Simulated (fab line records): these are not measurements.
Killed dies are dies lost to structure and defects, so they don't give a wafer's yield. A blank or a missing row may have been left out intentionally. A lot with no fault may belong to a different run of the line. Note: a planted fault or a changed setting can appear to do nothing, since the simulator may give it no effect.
fab line records | flow berkeley-cmos170
record lots=7 wafers=21 last-day=10
route steps=331 shown PFIELD@81 FIELD@89 SACOX@98 SCREENOX@100 NVT@104 PVT@115
lots with no fault: from the same line, run without faults
start-h: the number of hours between the record's first day and the start of the first shown wafer of the lot | wait-h: time in hours since the lot's previous step | " identical to the entry in the row above | L1.1+2: one row covering several wafers at once | - no value, or no start was given | * or withheld: withheld | < > ~ a bound
route shown NAME@n: a module of which the file shows steps, and the number in the route of the first | usual: mean/standard deviation of fault-free wafers | same: alike in all rows | chamber/n: place in a boat | sites: per-site readings | _std_site: standard deviation across them | _edge_site: mean of outer sites minus mean of inner sites | radius-mm: how far each site lies from the wafer's centre | mask NAME#n: copy n | behind: the most recent tool/chamber to have shaped the wafer | hold: why the lot was held/for how many hours/how that ended | device: the transistor (n, p or np) that didn't switch | end of line: at the end of the route, the tests of the same wafers | where a step has no rows: the recipe by itself | killed: count of dies lost to structure and defects at first sort (not the wafer's yield) | map: the dies of a wafer, with x for killed, . for not killed, _ for no die there
set.NAME: the setting that was run; set.NAME@STEP: the one run at that earlier step | model.NAME: the simulator's own value behind a step, which no gauge read
lots at some steps of the route; a table a step, a row a wafer
services: from which hour (start-h, from the record's first day; less than 0 if before it) a tool's chamber was out of use, for how many hours, and why
## steps
# step UCB170_PFIELD_SOFTBAKE_02
# recipe resist=KrF temp-c=130 time-s=60
# step UCB170_PFIELD_EXPOSE_03
# recipe mask-id=PFIELD na=0.5 sigma-outer=0.6 source-shape=conventional target-cd-nm=1500 dose-mj=30
# step UCB170_PFIELD_PEB_04
# recipe peb-temp-c=130 peb-time-s=withheld resist=KrF
# step UCB170_PFIELD_DEVELOP_05
# recipe developer=TMAH develop-time-s=45 resist=KrF dev-temp-c=21
# step UCB170_PFIELD_OVL_MEAS_06
# usual PFIELD_OVL=4/5.4
# columns lot.wafer tool chamber start-h wait-h PFIELD_OVL[nm]
L163.4 overlay-02 - 78.32 - 1
L163.5 " - " " 5
L163.6 " - " " -2
L170.2 overlay-02 - 122.64 - 8
L170.3 " - " " 5
L170.4 " - " " 4
L175.1 overlay-02 - 122.92 - -6
L175.5 " - " " -8
L175.6 " - " " 0
L173.2 overlay-02 - 123.16 - 8
L173.5 " - " " 1
L173.6 " - " " 6
L171.1 overlay-02 - 123.40 - 5
L171.3 " - " " 15
L171.4 " - " " 6
L179.1 overlay-02 - 153.70 - 6
L179.2 " - " " 10
L179.6 " - " " 9
L178.1 overlay-01 - 154.06 - 8
L178.3 " - " " 2
L178.5 " - " " -4
# step UCB170_PFIELD_IMPLANT_07
# recipe species=B dose-cm2=2e+13 energy-kev=80 tilt-deg=7
# step UCB170_PFIELD_STRIP_08
# recipe chemistry=O2 power-w=400 pressure-mtorr=3500 platen-temp-c=withheld o2-flow-sccm=400 overash-fraction=0.5
# usual drypump-motor-current-A=5.6/0.32 oes-product-au=0.734/0.0046 strip-time-to-endpoint-s=21.64/0.054
# columns lot.wafer tool chamber start-h wait-h drypump-motor-current-A oes-product-au rf-hours-counter-h strip-time-to-endpoint-s
L163.4 plasma-asher-02 0 78.56 0.1 5.3 0.736 - 21.57
L163.5 " 1 " " 5.3 0.728 - 21.57
L163.6 " 0 " " 5.3 0.740 - 21.61
L170.2 plasma-asher-01 0 122.82 0.1 5.9 0.732 0 21.61
L170.3 " 0 " " 5.9 0.738 - 21.59
L170.4 " 1 " " 5.6 0.738 - 21.76
L175.1 plasma-asher-04 0 123.10 0.1 6.0 0.737 43 21.68
L175.5 " 1 " " 5.8 0.734 - 21.64
L175.6 " 0 " " 6.0 0.736 - 21.62
L173.2 plasma-asher-02 1 123.34 0.1 5.2 0.729 41 21.59
L173.5 " 0 " " 5.3 0.736 - 21.65
L173.6 " 1 " " 5.2 0.741 - 21.58
L171.1 plasma-asher-01 1 123.59 0.1 5.6 0.725 1 21.68
L171.3 " 1 " " 5.6 0.738 - 21.64
L171.4 " 0 " " 5.9 0.734 - 21.64
L179.1 plasma-asher-02 1 153.88 0.1 5.3 0.728 44 21.66
L179.2 " 0 " " 5.3 0.721 44 21.75
L179.6 " 1 " " 5.3 0.742 - 21.74
L178.1 plasma-asher-04 0 154.24 0.1 6.0 0.727 46 21.71
L178.3 " 0 " " 6.0 0.728 - 21.70
L178.5 " 0 " " 6.0 0.736 - 21.71
# step UCB170_PFIELD_TW_MEAS_09
# usual PFIELD_TW=603/3.3
# columns lot.wafer tool chamber start-h wait-h PFIELD_TW
L163.4 film-metro-02 - 78.66 0.1 603
L163.5 " - " " 604
L163.6 " - " " 603
L170.2 film-metro-02 - 122.93 0.1 603
L170.3 " - " " 607
L170.4 " - " " 602
L175.1 film-metro-04 - 123.20 0.1 595
L175.5 " - " " 598
L175.6 " - " " 597
L173.2 film-metro-02 - 123.45 0.1 600
L173.5 " - " " 604
L173.6 " - " " 601
L171.1 film-metro-02 - 123.69 0.1 603
L171.3 " - " " 605
L171.4 " - " " 603
L179.1 film-metro-02 - 153.98 0.1 605
L179.2 " - " " 604
L179.6 " - " " 608
L178.1 film-metro-01 - 154.34 0.1 608
L178.3 " - " " 606
L178.5 " - " " 605
# step UCB170_FIELD_CLEAN_00
# recipe chemistry=dHF dilution=25:1 time-s=7.5
# step UCB170_FIELD_OXIDATION_01
# recipe temp-c=1000 ambient=H2O p-h2o-torr=584.62 target-thk-a=5583 ox-time-s=7200
# step UCB170_FIELD_THK_MEAS_02
# recipe reads=SiO2_of_FIELD_OXIDATION_01
# usual FIELD_OXIDE_THK=562/8.5
# columns lot.wafer tool chamber start-h wait-h FIELD_OXIDE_THK[nm]
L163.4 film-metro-02 - 82.85 0.1 559
L163.5 " - " " 558
L163.6 " - " " 554
L171.1 film-metro-01 - 128.43 0.0 566
L171.3 " - " " 566
L171.4 " - " " 568
L170.2 film-metro-03 - 128.44 0.0 556
L170.3 " - " " 571
L170.4 " - " " 565
L173.2 film-metro-02 - 128.44 0.0 567
L173.5 " - " " 565
L173.6 " - " " 567
L175.1 film-metro-03 - 128.49 0.1 561
L175.5 " - " " 561
L175.6 " - " " 560
L178.1 film-metro-03 - 159.86 0.0 565
L178.3 " - " " 566
L178.5 " - " " 563
L179.1 film-metro-02 - 159.86 0.0 547
L179.2 " - " " 552
L179.6 " - " " 546
# step UCB170_FIELD_ANNEAL_03
# recipe temp-c=1000 time-s=1200 ambient=N2
# step UCB170_FIELD_WET_ETCH_04
# recipe chemistry=dHF dilution=10:1 target=SiO2 temp-c=25 time-s=60
# usual bath-heat-duty-pct=6.5/0.79 run-length-s=86.9/2.5
# columns lot.wafer tool chamber start-h wait-h bath-heat-duty-pct run-length-s model.SiO2_of_FIELD_OXIDATION_01.thk-nm
L163.4 wet-bench-04 2 87.20 0.2 7.0 84.5 525.8
L163.5 " 2 " " 7.5 84.5 524.7
L163.6 " 2 " " 7.1 84.5 521.6
L170.2 wet-bench-04 0 131.61 0.0 - - 556.2
L170.3 " 0 " " - - 570.5
L170.4 " 0 " " - - 565.6
L171.1 wet-bench-04 2 131.61 0.0 - - 565.9
L171.3 " 2 " " - - 565.9
L171.4 " 2 " " - - 568.3
L173.2 wet-bench-04 3 131.61 0.0 - - 566.9
L173.5 " 3 " " - - 564.6
L173.6 " 3 " " - - 566.7
L175.1 wet-bench-04 0 131.61 0.0 5.6 86.4 527.8
L175.5 " 0 " " 7.6 86.4 527.9
L175.6 " 0 " " 6.6 86.4 526.8
L178.1 wet-bench-03 3 162.53 0.0 7.2 84.9 531.9
L178.3 " 3 " " 8.1 84.9 533.3
L178.5 " 3 " " 7.3 84.9 531
L179.1 wet-bench-03 1 162.53 0.0 6.6 86.9 513.1
L179.2 " 1 " " 7.4 86.9 518.9
L179.6 " 1 " " 7.0 86.9 511.8
# step UCB170_FIELD_WET_ETCH_05
# recipe chemistry=H3PO4 target=Si3N4 temp-c=160 time-s=12600
# step UCB170_FIELD_WET_ETCH_06
# recipe chemistry=BOE dilution=5:1 target=SiO2 temp-c=25 time-s=22
# usual bath-heat-duty-pct=6.5/0.85 run-length-s=50.4/2.4
# columns lot.wafer tool chamber start-h wait-h bath-heat-duty-pct run-length-s model.SiO2_of_FIELD_OXIDATION_01.thk-nm
L163.4 wet-bench-01 0 90.76 0.0 4.9 49.2 442.6
L163.5 " 0 " " 5.4 49.2 441.3
L163.6 " 0 " " 4.9 49.2 438.3
L170.2 wet-bench-01 1 135.14 0.0 5.8 53.2 473.2
L170.3 " 1 " " 6.2 53.2 487.9
L170.4 " 1 " " 6.3 53.2 482.8
L171.1 wet-bench-01 3 135.14 0.0 7.0 53.2 481.8
L171.3 " 3 " " 7.6 53.2 482.1
L171.4 " 3 " " 7.7 53.2 484.2
L173.2 wet-bench-01 2 135.14 0.0 7.1 53.9 483.3
L173.5 " 2 " " 5.9 53.9 481
L173.6 " 2 " " 6.2 53.9 483.2
L175.1 wet-bench-01 1 135.14 0.0 5.8 53.7 444.6
L175.5 " 1 " " 6.1 53.7 444.8
L175.6 " 1 " " 5.9 53.7 443.4
L178.1 wet-bench-03 2 166.24 0.2 5.7 49.2 448.3
L178.3 " 2 " " 4.7 49.2 449.8
L178.5 " 2 " " 5.7 49.2 447.6
L179.1 wet-bench-03 1 166.24 0.2 6.1 48.0 429.8
L179.2 " 1 " " 7.6 48.0 435.3
L179.6 " 1 " " 6.5 48.0 428.7
# step UCB170_FIELD_THK_MEAS_90
# recipe reads=SiO2_of_FIELD_OXIDATION_01
# usual FIELD_OXIDE_LEFT_1_THK=445/8.7
# columns lot.wafer tool chamber start-h wait-h hold FIELD_OXIDE_LEFT_1_THK[nm]
L163.4 film-metro-02 - 90.80 0.0 - 442
L163.5 " - " " - 441
L163.6 " - " " - 438
L171.1 film-metro-03 - 135.16 0.0 await-dispo/0.2h/release 482
L171.3 " - " " await-dispo/0.2h/release 482
L171.4 " - " " await-dispo/0.2h/release 484
L171.1 film-metro-03 - 135.38 0.2 - 482
L171.3 " - " " - 482
L171.4 " - " " - 484
L170.2 film-metro-02 - 135.17 0.0 await-dispo/0.2h/release 473
L170.3 " - " " await-dispo/0.2h/release 488
L170.4 " - " " await-dispo/0.2h/release 483
L170.2 film-metro-02 - 135.39 0.2 - 473
L170.3 " - " " - 488
L170.4 " - " " - 483
L173.2 film-metro-01 - 135.17 0.0 await-dispo/0.2h/release 483
L173.5 " - " " await-dispo/0.2h/release 481
L173.6 " - " " await-dispo/0.2h/release 483
L173.2 film-metro-01 - 135.50 0.3 - 483
L173.5 " - " " - 481
L173.6 " - " " - 483
L175.1 film-metro-02 - 135.22 0.1 - 445
L175.5 " - " " - 445
L175.6 " - " " - 444
L178.1 film-metro-03 - 166.25 0.0 - 448
L178.3 " - " " - 450
L178.5 " - " " - 448
L179.1 film-metro-02 - 166.25 0.0 - 430
L179.2 " - " " - 435
L179.6 " - " " - 429
# step UCB170_SACOX_OXIDATION_01
# recipe temp-c=900 ambient=O2 target-thk-a=144 ox-time-s=2400
# step UCB170_SCREENOX_WET_ETCH_00
# recipe chemistry=dHF dilution=25:1 target=SiO2 temp-c=25 time-s=200
# step UCB170_SCREENOX_OXIDATION_01
# recipe temp-c=900 ambient=O2 target-thk-a=144 ox-time-s=2400
# step UCB170_SCREENOX_ANNEAL_03
# recipe temp-c=900 time-s=900 ambient=N2
# step UCB170_NVT_HMDS_00
# recipe prime-time-s=60 prime-temp-c=100
# step UCB170_NVT_COAT_01
# recipe resist=KrF spin-rpm=1500 resist-thk-nm=900
# step UCB170_NVT_SOFTBAKE_02
# recipe resist=KrF temp-c=130 time-s=60
# step UCB170_NVT_EXPOSE_03
# recipe mask-id=PWELL target-cd-nm=3000 na=0.5 sigma-outer=0.6 source-shape=conventional dose-mj=30
# step UCB170_NVT_PEB_04
# recipe peb-temp-c=130 peb-time-s=withheld resist=KrF
# step UCB170_NVT_DEVELOP_05
# recipe developer=TMAH develop-time-s=45 resist=KrF dev-temp-c=21
# step UCB170_NVT_OVL_MEAS_06
# usual NVT_OVL=-4/5.1
# columns lot.wafer tool chamber start-h wait-h NVT_OVL[nm]
L163.4 overlay-02 - 103.85 - -1
L163.5 " - " " -4
L163.6 " - " " -9
L175.1 overlay-01 - 144.63 - -6
L175.5 " - " " -7
L175.6 " - " " -1
L170.2 overlay-02 - 144.84 - -6
L170.3 " - " " 2
L170.4 " - " " -9
L171.1 overlay-02 - 144.95 - -8
L171.3 " - " " -7
L171.4 " - " " -14
L173.2 overlay-01 - 150.85 - -1
L173.5 " - " " 5
L173.6 " - " " -4
L178.1 overlay-01 - 185.47 - 6
L178.3 " - " " 4
L178.5 " - " " 6
L179.1 overlay-02 - 185.62 - -6
L179.2 " - " " -5
L179.6 " - " " -7
# step UCB170_NVT_IMPLANT_07
# recipe species=BF2 dose-cm2=3e+12 energy-kev=50 tilt-deg=7
# step UCB170_NVT_STRIP_08
# recipe chemistry=O2 power-w=400 pressure-mtorr=3500 platen-temp-c=withheld o2-flow-sccm=400 overash-fraction=0.5
# usual drypump-motor-current-A=5.6/0.32 oes-product-au=0.734/0.0042 strip-time-to-endpoint-s=21.66/0.071
# columns lot.wafer tool chamber start-h wait-h drypump-motor-current-A oes-product-au rf-hours-counter-h strip-time-to-endpoint-s
L163.4 plasma-asher-01 1 104.05 0.1 5.6 0.735 - 21.53
L163.5 " 1 " " 5.6 0.739 - 21.50
L163.6 " 0 " " 5.9 0.737 - 21.63
L175.1 plasma-asher-03 0 144.82 0.1 6.2 0.730 36 21.65
L175.5 " 0 " " 6.2 0.734 - 21.68
L175.6 " 1 " " 5.7 0.730 - 21.71
L170.2 plasma-asher-01 1 145.02 0.1 5.6 0.741 3 21.58
L170.3 " 1 " " 5.6 0.735 - 21.57
L170.4 " 0 " " 5.9 0.730 - 21.66
L171.1 plasma-asher-03 0 145.17 0.1 6.1 0.733 36 21.70
L171.3 " 1 " " 5.7 0.738 - 21.74
L171.4 " 0 " " 6.2 0.740 - 21.70
L173.2 plasma-asher-01 0 151.03 0.1 5.9 0.736 3 21.48
L173.5 " 0 " " 5.9 0.735 - 21.47
L173.6 " 1 " " 5.6 0.739 - 21.55
L178.1 plasma-asher-02 1 185.66 0.1 5.3 0.738 48 21.58
L178.3 " 0 " " 5.3 0.739 - 21.53
L178.5 " 0 " " 5.3 0.739 - 21.65
L179.1 plasma-asher-03 0 185.81 0.1 6.1 0.739 41 21.73
L179.2 " 1 " " 5.7 0.735 41 21.74
L179.6 " 0 " " 6.1 0.729 - 21.62
# step UCB170_NVT_TW_MEAS_09
# usual NVT_TW=526/3.2
# columns lot.wafer tool chamber start-h wait-h NVT_TW
L163.4 film-metro-02 - 104.15 0.1 526
L163.5 " - " " 526
L163.6 " - " " 527
L175.1 film-metro-01 - 144.92 0.1 532
L175.5 " - " " 530
L175.6 " - " " 528
L170.2 film-metro-02 - 145.13 0.1 531
L170.3 " - " " 530
L170.4 " - " " 532
L171.1 film-metro-02 - 145.27 0.1 528
L171.3 " - " " 529
L171.4 " - " " 531
L173.2 film-metro-04 - 151.14 0.1 519
L173.5 " - " " 524
L173.6 " - " " 522
L178.1 film-metro-04 - 185.76 0.1 524
L178.3 " - " " 527
L178.5 " - " " 525
L179.1 film-metro-02 - 185.91 0.1 526
L179.2 " - " " 522
L179.6 " - " " 527
# step UCB170_NVT_CLEAN_10
# recipe chemistry=SPM temp-c=120 time-s=600
# step UCB170_PVT_HMDS_00
# recipe prime-time-s=60 prime-temp-c=100
# step UCB170_PVT_COAT_01
# recipe resist=KrF spin-rpm=1500 resist-thk-nm=900
# step UCB170_PVT_SOFTBAKE_02
# recipe resist=KrF temp-c=130 time-s=60
# step UCB170_PVT_EXPOSE_03
# recipe mask-id=NWELL target-cd-nm=3000 na=0.5 sigma-outer=0.6 source-shape=conventional dose-mj=30
# step UCB170_PVT_PEB_04
# recipe peb-temp-c=130 peb-time-s=withheld resist=KrF
# step UCB170_PVT_DEVELOP_05
# recipe developer=TMAH develop-time-s=45 resist=KrF dev-temp-c=21
# step UCB170_PVT_OVL_MEAS_06
# usual PVT_OVL=-1/5.2
# columns lot.wafer tool chamber start-h wait-h PVT_OVL[nm]
L163.4 overlay-02 - 107.76 - 4
L163.5 " - " " -2
L163.6 " - " " 1
L170.2 overlay-01 - 148.40 - 7
L170.3 " - " " -6
L170.4 " - " " -2
L171.1 overlay-02 - 148.79 - 2
L171.3 " - " " 0
L171.4 " - " " 6
L175.1 overlay-02 - 149.06 - -6
L175.5 " - " " -11
L175.6 " - " " -14
L173.2 overlay-02 - 154.60 - -1
L173.5 " - " " 2
L173.6 " - " " 3
L178.1 overlay-02 - 187.64 - 9
L178.3 " - " " 0
L178.5 " - " " 1
L179.1 overlay-02 - 187.92 - -4
L179.2 " - " " -2
L179.6 " - " " 1
# step UCB170_PVT_IMPLANT_07
# recipe species=P dose-cm2=2e+12 energy-kev=30 tilt-deg=7
# step UCB170_FIELD_THK_MEAS_91
# recipe reads=SiO2_of_FIELD_OXIDATION_01
# usual FIELD_OXIDE_LEFT_2_THK=357/8.6
# columns lot.wafer tool chamber start-h wait-h hold FIELD_OXIDE_LEFT_2_THK[nm]
L163.4 film-metro-02 - 109.38 0.0 - 354
L163.5 " - " " - 352
L163.6 " - " " - 350
L170.2 film-metro-03 - 148.87 0.0 await-dispo/0.2h/release 385
L170.3 " - " " await-dispo/0.2h/release 399
L170.4 " - " " await-dispo/0.2h/release 395
L170.2 film-metro-03 - 149.10 0.2 - 385
L170.3 " - " " - 399
L170.4 " - " " - 395
L171.1 film-metro-01 - 149.39 0.0 await-dispo/0.2h/release 392
L171.3 " - " " await-dispo/0.2h/release 393
L171.4 " - " " await-dispo/0.2h/release 395
L171.1 film-metro-01 - 149.62 0.2 - 392
L171.3 " - " " - 393
L171.4 " - " " - 395
L175.1 film-metro-02 - 149.54 0.0 - 355
L175.5 " - " " - 356
L175.6 " - " " - 354
L173.2 film-metro-01 - 158.53 0.0 await-dispo/0.2h/release 395
L173.5 " - " " await-dispo/0.2h/release 393
L173.6 " - " " await-dispo/0.2h/release 395
L173.2 film-metro-01 - 158.76 0.2 - 395
L173.5 " - " " - 393
L173.6 " - " " - 395
L178.1 film-metro-01 - 188.05 0.0 - 360
L178.3 " - " " - 362
L178.5 " - " " - 359
L179.1 film-metro-03 - 188.33 0.0 - 340
L179.2 " - " " - 346
L179.6 " - " " - 339
## services
# columns tool chamber start-h hours kind
plasma-asher-01 - 80.12 0.7 repair
plasma-asher-03 - 102.92 2.8 pm
plasma-asher-01 - 108.75 9.0 pm
plasma-asher-01 0 108.75 9.0 vent-cycle
plasma-asher-01 1 108.75 9.0 vent-cycle
plasma-asher-01 0 117.75 - clean
plasma-asher-01 1 117.75 - clean
wet-bench-04 - 124.23 1.8 repair
plasma-asher-01 - 154.07 4.2 repair
## key
first-sign step=UCB170_FIELD_WET_ETCH_04 reading=tool-record direction=missing
effect step=UCB170_FIELD_THK_MEAS_90 reading=visit direction=added
effect step=UCB170_FIELD_THK_MEAS_91 reading=FIELD_OXIDE_LEFT_2_THK direction=up sigmas=4.3 usual=357 struck=394
model-effect step=UCB170_FIELD_WET_ETCH_04 value=SiO2_of_FIELD_OXIDATION_01.thk-nm without=532.6 struck=565.6
model-effect step=UCB170_FIELD_WET_ETCH_06 value=SiO2_of_FIELD_OXIDATION_01.thk-nm without=449.1 struck=482.2
met-at UCB170_FIELD_WET_ETCH_04
struck-wafers L170.2,L170.3,L170.4,L171.1,L171.3,L171.4,L173.2,L173.5,L173.6
later-rows-left-out L170.2,L170.3,L170.4,L171.1,L171.3,L171.4,L173.2,L173.5,L173.6
sort-left-out L170.2,L170.3,L170.4,L171.1,L171.3,L171.4,L173.2,L173.5,L173.6
tester-left-out L170,L171,L173
onset-between 87.20 131.61
fault kind=skipped-step-whole tool=wet-bench-04 chamber=- onset-h=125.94 steps=UCB170_FIELD_WET_ETCH_04 scope=struck-lots-only
# tester-left-out: of these lots the tester's yield and bins aren't shown, on N5 and GAA mostly nor the transistor test; their killed dies are dies lost to structure and defects alone, not to doping, threshold or leakage, so they don't give the yield
# sort-left-out: the simulated sort isn't trusted on such a fault, so these wafers' sort isn't shown, and their yield isn't known
# later-rows-left-out: the simulator's readings of these wafers behind a module that went badly wrong aren't trusted and aren't shown, but for the sort
